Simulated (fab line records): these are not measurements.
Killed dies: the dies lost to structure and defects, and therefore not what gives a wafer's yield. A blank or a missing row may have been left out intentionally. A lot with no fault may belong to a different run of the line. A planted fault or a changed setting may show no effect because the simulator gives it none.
Split-lot study + flow berkeleyCmos170 + 23 wafers read across 5 lots, on a route 331 steps long

== ABOUT THE SPLIT ==
At UCB170_M1_SPUTTER_00 (material Al, target thk 600 nm, time 80 s), the setting powerW was moved away from the recipe's 6000 W on 8 of the 23 wafers read, by -11.1% to +9.0%. The other wafers ran this setting at the recipe's value.

== FROM THE SPLIT ON TO THE READING: in between, the file shows 1 step ==
- UCB170_M1_RS_MEAS_01: measures by four-point-probe

== THE READING ==
M1_AL_THK, in nm, at UCB170_M1_THK_MEAS_02 (measures by xrf). Typical for fault-free wafers on this fab line: 595 nm, with standard deviation 6.1 nm.

| wafer  | tool, chamber at the split | powerW as run, W | against the recipe | M1_AL_THK, nm | against lot-mates on the recipe |
|--------|----------------------------|------------------|--------------------|---------------|---------------------------------|
| L074.2 | pvdSputter-03, -           | 6000             | recipe             | 590           | -                               |
| L074.3 | pvdSputter-03, -           | 6538             | +9.0%              | 655           | +62                             |
| L074.4 | pvdSputter-03, -           | 6538             | +9.0%              | 653           | +60                             |
| L074.5 | pvdSputter-03, -           | 6000             | recipe             | 593           | -                               |
| L074.6 | pvdSputter-03, -           | 6000             | recipe             | 597           | -                               |
| L076.1 | pvdSputter-04, -           | 6000             | recipe             | 581           | -                               |
| L076.2 | pvdSputter-04, -           | 5334             | -11.1%             | 516           | -66                             |
| L076.3 | pvdSputter-04, -           | 6000             | recipe             | 588           | -                               |
| L076.4 | pvdSputter-04, -           | 5334             | -11.1%             | 518           | -64                             |
| L076.5 | pvdSputter-04, -           | 6000             | recipe             | 578           | -                               |
| L078.1 | pvdSputter-04, -           | 6000             | recipe             | 593           | -                               |
| L078.3 | pvdSputter-04, -           | 6000             | recipe             | 595           | -                               |
| L078.4 | pvdSputter-04, -           | 6368             | +6.1%              | 636           | +42                             |
| L078.5 | pvdSputter-04, -           | 6000             | recipe             | 595           | -                               |
| L078.6 | pvdSputter-04, -           | 6368             | +6.1%              | 630           | +36                             |
| L079.3 | pvdSputter-01, -           | 6000             | recipe             | 603           | -                               |
| L079.4 | pvdSputter-01, -           | 6000             | recipe             | 597           | -                               |
| L079.6 | pvdSputter-01, -           | 6000             | recipe             | 597           | -                               |
| L084.2 | pvdSputter-04, -           | 5456             | -9.1%              | 549           | -52                             |
| L084.3 | pvdSputter-04, -           | 6000             | recipe             | 598           | -                               |
| L084.4 | pvdSputter-04, -           | 6000             | recipe             | 603           | -                               |
| L084.5 | pvdSputter-04, -           | 5456             | -9.1%              | 551           | -50                             |
| L084.6 | pvdSputter-04, -           | 6000             | recipe             | 602           | -                               |

THE FIT
A straight line over all 23 wafers: M1_AL_THK changes by +6.29 nm for each +1% of powerW; r = +0.98; the points scatter about the line by 7.6 nm.
The same after taking each lot's own level away (the mean of its wafers on the recipe; 23 wafers): +6.11 nm for each +1%; r = +1.00; scatter 3.3 nm.
On that fit, the largest move of powerW shifts the reading by 68 nm.
The span of the lots' own levels, 582.3 to 601.0 nm, comes to 3.1 times the standard deviation stated above.
So the lot-to-lot level changes the slope little: the two slopes agree.
Check: for one of the wafers moved furthest among these (-11.1%), held out of the fit, the line's prediction against its lot-mates is -66.6 nm. It came out at -66.3 nm against them.

== THE WHOLE CHAIN: every reading that the file lists as answering this split, in the file's order ==
| step                  | what it does                              | reading                                                                    | change (the file's fit)               | r (the file's) |
|-----------------------|-------------------------------------------|----------------------------------------------------------------------------|---------------------------------------|----------------|
| UCB170_M1_SPUTTER_00  | material Al, target thk 600 nm, time 80 s | Al_of_M1_SPUTTER_00.thkNm (the simulator's own value, which no gauge read) | +6.09 nm for each +1% of the setting  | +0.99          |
| UCB170_M1_RS_MEAS_01  | measures by four-point-probe              | M1_AL_RS                                                                   | -0.000533 for each +1% of the setting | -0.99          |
| UCB170_M1_THK_MEAS_02 | measures by xrf                           | M1_AL_THK                                                                  | +6.08 for each +1% of the setting     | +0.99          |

== THE FILE'S OWN FIT ==
M1_AL_THK changes by +6.08 nm for each +1% of powerW, r = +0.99.
